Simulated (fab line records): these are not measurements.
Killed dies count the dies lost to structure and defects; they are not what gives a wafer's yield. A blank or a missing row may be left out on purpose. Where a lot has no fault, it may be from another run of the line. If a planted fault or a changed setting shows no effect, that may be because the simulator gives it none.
The tool behind it: which one? -- flow rit cmos -- 14 lots, 42 wafers sampled, at 2 steps of a route of 202

WHAT THE GAUGES SHOWED, per wafer
No reading from a measuring or inspecting step in the record can be judged against a usual standard deviation.

EACH LOT AND THE TOOL THAT RAN IT (in order: tool; ch and the chambers of the sampled wafers; start)
lot,RIT_NRETRO_IMPLANT_08,RIT_M1_PROBE_99
L696,"implanter-03 ch 0, day 2 10:30","prober-01, day 3 14:27"
L697,"implanter-02 ch 0, day 2 15:07","prober-02, day 3 19:41"
L698,"implanter-03 ch 0, day 2 20:23","prober-01, day 4 01:34"
L699,"implanter-03 ch 0, day 3 02:32","prober-01, day 4 07:05"
L700,"implanter-03 ch 0, day 3 07:44","prober-02, day 4 14:14"
L702,"implanter-03 ch 0, day 3 16:08","prober-02, day 4 21:36"
L703,"implanter-03 ch 0, day 3 22:39","prober-01, day 5 04:31"
L706,"implanter-03 ch 0, day 4 13:29","prober-02, day 5 17:28"
L707,"implanter-02 ch 0, day 4 18:13","prober-01, day 5 21:00"
L708,"implanter-01 ch 0, day 5 02:21","prober-02, day 6 07:21"
L710,"implanter-02 ch 0, day 5 08:31","prober-02, day 6 11:27"
L712,"implanter-02 ch 0, day 5 20:33","prober-02, day 7 00:31"
L716,"implanter-01 ch 0, day 6 14:33","prober-02, day 7 17:22"
L717,"implanter-03 ch 0, day 6 20:47","prober-01, day 8 00:29"
- RIT_NRETRO_IMPLANT_08
- RIT_M1_PROBE_99

AS READ BY THE TOOLS THEMSELVES (means over the sampled wafers that have a number; for cases with no such wafer, the mark the record gives instead)
RIT_NRETRO_IMPLANT_08.
lot,tool,dose ions cm2,tilt deg (degrees)
L696,implanter-03,9.9963e+12,7.006
L697,implanter-02,9.9993e+12,7.002
L698,implanter-03,1.0016e+13,6.986
L699,implanter-03,1.0011e+13,7.015
L700,implanter-03,1.0002e+13,6.996
L702,implanter-03,9.9923e+12,7.002
L703,implanter-03,9.9983e+12,7.032
L706,implanter-03,1.0004e+13,6.978
L707,implanter-02,9.9940e+12,7.023
L708,implanter-01,9.9907e+12,7.015
L710,implanter-02,9.9990e+12,7.577
L712,implanter-02,9.9993e+12,7.610
L716,implanter-01,9.9963e+12,7.004
L717,implanter-03,9.9973e+12,7.004

RIT_M1_PROBE_99.
lot,tool,killed_at_M0_to_M3,killed at contacts,killed at front end,killed dies,killed open,killed short
L696,prober-01,0.0,0.3,9,9,3.3,5.7
L697,prober-02,0.0,0.0,8,8,4.7,3.7
L698,prober-01,0.0,0.0,8,8,3.0,5.0
L699,prober-01,0.0,0.0,6,6,4.0,1.7
L700,prober-02,0.0,0.0,7,7,2.3,4.3
L702,prober-02,0.0,0.0,5,5,1.7,3.0
L703,prober-01,0.0,0.0,6,6,3.3,2.3
L706,prober-02,0.0,0.0,6,6,3.7,2.0
L707,prober-01,0.0,0.0,7,7,3.7,3.3
L708,prober-02,0.0,0.3,5,6,2.7,2.7
L710,prober-02,0.0,0.0,5,5,2.3,3.0
L712,prober-02,0.3,0.0,7,7,5.0,2.0
L716,prober-02,0.0,0.0,3,3,2.0,1.3
L717,prober-01,0.0,0.0,8,8,5.3,2.7

THE ANSWER, worked out from the rows above alone
Rule: what is usual is taken from the lots themselves. Put in order of their means at a reading, lots are off if they are a third of the lots or fewer, leave a main group of 4 or more, and stand apart from it by a gap of 3 or more times the standard deviation of the main group's means; of several such gaps the widest counts. A main group is skipped when, at the precision printed for the reading in the tables above, its means are all equal. A lot without any number at a reading at which 4 lots or more have one is off too. All remaining lots with rows at the step are treated as sound. The gauges are gone through in route order, then the tools' own readings, and for those a lot's mean is taken as printed above. At the first step where some lot is off, the reading lying furthest off is the one used; lots without a number count as furthest.
Off at RIT_NRETRO_IMPLANT_08 (tilt deg): L710, L712. The main group: mean 7.005 degrees, standard deviation 0.014.
If a tool, at that step or one of the process steps before it, ran each lot that is off and ran no sound lot following the first of them, it fits. One fits: implanter-02 at RIT_NRETRO_IMPLANT_08. A fault onset in the window from L707 (day 4 18:13, its last sound lot) to L710 (day 5 08:31, its first lot off) fits.
The tool's own readings at RIT_NRETRO_IMPLANT_08 bear it out: on the lots that are off they differ by more than 5 times the standard deviation of the sound lots' means. tilt deg reads 7.594 degrees there against 7.005 degrees on the sound lots.

WHAT WAS PUT IN BY THE SIMULATOR
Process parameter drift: implanter-02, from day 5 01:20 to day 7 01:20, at RIT_NRETRO_IMPLANT_08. Setting tilt deg, moved by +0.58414, from 7. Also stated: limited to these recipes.
Struck lots among those shown: L710, L712. This agrees with what the rule above found.
